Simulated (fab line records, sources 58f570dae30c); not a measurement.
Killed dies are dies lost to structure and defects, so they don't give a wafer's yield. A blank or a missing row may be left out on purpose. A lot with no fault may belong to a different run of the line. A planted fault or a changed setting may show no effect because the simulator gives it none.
Chamber matching -- flow berkeleyCmos170 -- UCB170_V2_CMP_02 on cmp-01 has 4 sister chambers
The step polishes SiO2. 8 wafers are shown with their chamber, then 7 later ones without.

== WAFERS WITH THEIR CHAMBER ==
wafer,chamber,motorCurrentA (A)
L550.3,3,17.6
L552.1,2,16.5
L552.3,3,18.6
L549.1,2,17.4
L549.3,0,16.1
L549.5,1,14.8
L554.1,1,15.0
L554.2,0,15.5

== WAFERS WITH NO CHAMBER GIVEN ==
wafer,motorCurrentA (A)
L554.5,18.3
L571.1,18.7
L571.2,16.5
L571.6,15.6
L572.2,19.0
L572.3,16.9
L572.6,18.5

== THE CHAMBER EACH PASSED THROUGH ==
wafer,from the rows above,in truth
L554.5,3,3
L571.1,3,3
L571.2,can't be placed: 2 or 0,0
L571.6,can't be placed: 0 or 1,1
L572.2,3,3
L572.3,can't be placed: 2 or 0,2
L572.6,3,3
Correct placement for 4 of the 7. From these rows, 3 cannot be placed; in 3 the true chamber is one of the candidates. Placed wrongly: 0.
How it was worked out, from the rows above alone: a wafer's distance from a chamber is the root of the sum, over the readings, of the square of ((its reading less the chamber's mean) divided by the reading's scatter). If the next closest chamber is less than 2 further off than the closest, the wafer can't be placed; otherwise it belongs to the closest. The mean given for a chamber averages the wafers shown for that chamber. The scatter: the root of (the sum of the squares of (reading less its chamber's mean) over the shown wafers, divided by (wafers less chambers)).
